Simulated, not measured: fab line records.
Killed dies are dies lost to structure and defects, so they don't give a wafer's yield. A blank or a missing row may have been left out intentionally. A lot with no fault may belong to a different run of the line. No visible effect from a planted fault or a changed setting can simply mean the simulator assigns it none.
Lot-split experiment / flow rit cmos / on a route of 202 steps: 5 lots, 23 wafers read

== ABOUT THE SPLIT ==
At RIT_NRETRO_IMPLANT_08, the setting energy kev was moved away from the recipe's 70 on 6 of the 23 wafers read, by -1.7% to +4.0%. For the rest of the wafers, this setting stayed at what the recipe calls for.

Reading taken at the split's own step.

== THE READING ==
implant.drp nm (the simulator's own value, which no gauge read), in nm, at RIT_NRETRO_IMPLANT_08. The file gives no usual value for it.

wafer=L074.1; tool, chamber at the split=implanter-03, 0; energy kev as run=70; against the recipe=recipe; implant.drp nm, nm=33.94; against lot-mates on the recipe=-
wafer=L074.2; tool, chamber at the split=implanter-03, 0; energy kev as run=70; against the recipe=recipe; implant.drp nm, nm=33.94; against lot-mates on the recipe=-
wafer=L074.3; tool, chamber at the split=implanter-03, 0; energy kev as run=70; against the recipe=recipe; implant.drp nm, nm=33.94; against lot-mates on the recipe=-
wafer=L074.4; tool, chamber at the split=implanter-03, 0; energy kev as run=72.79; against the recipe=+4.0%; implant.drp nm, nm=35.07; against lot-mates on the recipe=+1.13
wafer=L074.6; tool, chamber at the split=implanter-03, 0; energy kev as run=72.79; against the recipe=+4.0%; implant.drp nm, nm=35.07; against lot-mates on the recipe=+1.13
wafer=L076.1; tool, chamber at the split=implanter-04, 0; energy kev as run=70; against the recipe=recipe; implant.drp nm, nm=33.94; against lot-mates on the recipe=-
wafer=L076.2; tool, chamber at the split=implanter-04, 0; energy kev as run=70; against the recipe=recipe; implant.drp nm, nm=33.94; against lot-mates on the recipe=-
wafer=L076.4; tool, chamber at the split=implanter-04, 0; energy kev as run=70; against the recipe=recipe; implant.drp nm, nm=33.94; against lot-mates on the recipe=-
wafer=L076.5; tool, chamber at the split=implanter-04, 0; energy kev as run=70; against the recipe=recipe; implant.drp nm, nm=33.94; against lot-mates on the recipe=-
wafer=L076.6; tool, chamber at the split=implanter-04, 0; energy kev as run=70; against the recipe=recipe; implant.drp nm, nm=33.94; against lot-mates on the recipe=-
wafer=L078.1; tool, chamber at the split=implanter-03, 0; energy kev as run=70; against the recipe=recipe; implant.drp nm, nm=33.94; against lot-mates on the recipe=-
wafer=L078.2; tool, chamber at the split=implanter-03, 0; energy kev as run=70; against the recipe=recipe; implant.drp nm, nm=33.94; against lot-mates on the recipe=-
wafer=L078.3; tool, chamber at the split=implanter-03, 0; energy kev as run=70; against the recipe=recipe; implant.drp nm, nm=33.94; against lot-mates on the recipe=-
wafer=L079.1; tool, chamber at the split=implanter-04, 0; energy kev as run=70; against the recipe=recipe; implant.drp nm, nm=33.94; against lot-mates on the recipe=-
wafer=L079.2; tool, chamber at the split=implanter-04, 0; energy kev as run=70; against the recipe=recipe; implant.drp nm, nm=33.94; against lot-mates on the recipe=-
wafer=L079.5; tool, chamber at the split=implanter-04, 0; energy kev as run=70; against the recipe=recipe; implant.drp nm, nm=33.94; against lot-mates on the recipe=-
wafer=L079.4; tool, chamber at the split=implanter-04, 0; energy kev as run=68.83; against the recipe=-1.7%; implant.drp nm, nm=33.46; against lot-mates on the recipe=-0.48
wafer=L079.6; tool, chamber at the split=implanter-04, 0; energy kev as run=68.83; against the recipe=-1.7%; implant.drp nm, nm=33.46; against lot-mates on the recipe=-0.48
wafer=L084.1; tool, chamber at the split=implanter-03, 0; energy kev as run=70; against the recipe=recipe; implant.drp nm, nm=33.94; against lot-mates on the recipe=-
wafer=L084.4; tool, chamber at the split=implanter-03, 0; energy kev as run=70; against the recipe=recipe; implant.drp nm, nm=33.94; against lot-mates on the recipe=-
wafer=L084.5; tool, chamber at the split=implanter-03, 0; energy kev as run=70; against the recipe=recipe; implant.drp nm, nm=33.94; against lot-mates on the recipe=-
wafer=L084.2; tool, chamber at the split=implanter-03, 0; energy kev as run=72.18; against the recipe=+3.1%; implant.drp nm, nm=34.83; against lot-mates on the recipe=+0.89
wafer=L084.6; tool, chamber at the split=implanter-03, 0; energy kev as run=72.18; against the recipe=+3.1%; implant.drp nm, nm=34.83; against lot-mates on the recipe=+0.89

THE FIT
A straight line over all 23 wafers: implant.drp nm changes by +0.285 nm for each +1% of energy kev; r = +1.00; the points scatter about the line by 0.0021 nm.
The same after taking each lot's own level away (the mean of its wafers on the recipe; 23 wafers): +0.285 nm for each +1%; r = +1.00; scatter 0.0021 nm.
Per that fit: largest energy kev move, reading shift of 1.1 nm.
The lots' own levels span 33.940 to 33.940 nm.
The two slopes agree, so the slope changes little with the lot-to-lot level.
Check: +1.14 nm against its lot-mates is what the line predicts for one of the wafers moved furthest among these (+4.0%) when that wafer is left out of the fit. Against them it came out at +1.13 nm.

== THESE WAFERS: OTHER SPLITS ==
Before the reading, these wafers also passed through other splits. Each is held against what the fit with the lots' levels taken away leaves over:
other split on the same wafers=RIT_ACTIVE_OXIDATION_01 temp c; wafers away from the commonest value=15; r with implant.drp nm (lot level and that fit taken away)=+0.49
other split on the same wafers=RIT_FOX1_OXIDATION_00 temp c; wafers away from the commonest value=18; r with implant.drp nm (lot level and that fit taken away)=-0.53
other split on the same wafers=RIT_NWELL_COAT_01 spin rpm; wafers away from the commonest value=6; r with implant.drp nm (lot level and that fit taken away)=+0.15
other split on the same wafers=RIT_NRETRO_COAT_01 resist thk nm; wafers away from the commonest value=5; r with implant.drp nm (lot level and that fit taken away)=-0.13

== THE WHOLE CHAIN: every reading that the file lists as answering this split, in the file's order ==
step=RIT_NRETRO_IMPLANT_08; what it does=; reading=implant.rp nm (the simulator's own value, which no gauge read); change (the file's fit)=+0.849 nm for each +1% of the setting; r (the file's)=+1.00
step=RIT_NRETRO_IMPLANT_08; what it does=; reading=implant.drp nm (the simulator's own value, which no gauge read); change (the file's fit)=+0.285 nm for each +1% of the setting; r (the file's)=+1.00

== THE FILE'S OWN FIT ==
implant.drp nm changes by +0.285 nm for each +1% of energy kev, r = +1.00.
